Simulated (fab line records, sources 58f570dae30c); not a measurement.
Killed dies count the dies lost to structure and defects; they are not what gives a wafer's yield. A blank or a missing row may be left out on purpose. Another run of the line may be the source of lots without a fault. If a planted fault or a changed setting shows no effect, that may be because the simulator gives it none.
Problem report in the 8D (eight disciplines) form, filled by code ; flow berkeley-cmos170 ; the parts of the form that need people (team, actions taken, sign-off) are left out

1. THE ISSUE
Mean PFIELD_TW at UCB170_PFIELD_TW_MEAS_09: 554 over 6 wafers in 2 lots; fault-free wafers: 601, standard deviation 7.5. That is -6.3 standard deviations from the usual mean.
First observed at day 7 23:44: wafer L852.2, on film-metro-02. Wafers with a number at this step in the record: 42, from 14 lots. Rule for "out" (also "out of limits"): further than 4 standard deviations from the usual mean. The rest of the wafers with a number are treated as sound.

2. WHAT IT IS AND WHAT IT IS NOT
question;is;is not
which readings at this step;PFIELD_TW;-
which lots;L852, L856;L835, L836, L837, L838, L839, L842, L845, L847, L850, L853, L855, L857
which wafers of those lots;all that have a number;-
read on which gauges;film-metro-01, film-metro-02;film-metro-03
when;from day 7 23:44;"up to then (27 sound wafers); but 9 sound wafers of L853, L855, L857 came after"

3. THE SUSPECTS, EACH WITH WHAT RULES IT OUT
Counting: any tool at a process step up to the reading is kept as a suspect provided that every lot that is out went through it and no sound lot did after the first of them.
- the gauge at UCB170_PFIELD_TW_MEAS_09: ruled out. Those wafers that are out were read across 2 gauges (film-metro-01, film-metro-02).
- implanter-02 at UCB170_PFIELD_IMPLANT_07: kept. It ran every lot that is out, first L852 (day 7 23:30), and no sound lot after that; its last sound lot up to then is L845 (day 6 18:41). Out on those wafers are its own readings of dose-ions-cm2, faraday-current-uA.
Remaining after the count: implanter-02 at UCB170_PFIELD_IMPLANT_07.

4. THE CAUSE (what the simulator had put in)
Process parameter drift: implanter-02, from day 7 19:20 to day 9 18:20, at UCB170_PFIELD_IMPLANT_07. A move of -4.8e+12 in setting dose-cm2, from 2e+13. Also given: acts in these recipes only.
After counting, this tool was the only one left.

5. SEQUENCE OF EFFECTS, ordered by route
Each row: a reading where the mean over the struck wafers with a number is more than 3 standard deviations away from the usual. Readings are gone through only where the record gives a usual standard deviation; hours: the median, over the lots, of the time from a lot's start at the first step in this table giving one to that lot's start at this step; sigmas: the change measured in usual standard deviations.
hours;step;reading;usual;on struck wafers;change;sigmas
0;UCB170_PFIELD_IMPLANT_07;dose-ions-cm2;2e+13;2e+13;-5e+12;-99 or more
0;UCB170_PFIELD_IMPLANT_07;faraday-current-uA;63.6;48.6;-15.0;-13
0;UCB170_PFIELD_TW_MEAS_09;PFIELD_TW;601;554;-47;-6.3
Here are the process steps it includes:
- UCB170_PFIELD_IMPLANT_07
At these later measuring or inspecting steps, every struck wafer for which the step has a row has a number for every such reading, and none has moved that far: UCB170_NSD_OVL_MEAS_07.

6. WHAT WOULD HAVE CAUGHT IT SOONER
The first out-of-limits reading at a measuring or inspecting step in this record came at day 7 23:44, 4 hours after the fault's start at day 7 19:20.
The tool's own readings at UCB170_PFIELD_IMPLANT_07 were out on every struck wafer that the step has a row for (dose-ions-cm2, faraday-current-uA): an alarm limit on them would have fired on the first of those.
Of the lots that are out (2), L856 began UCB170_PFIELD_IMPLANT_07 on implanter-02 after day 7 23:44. Had the tool been put on hold then, it would have been spared.
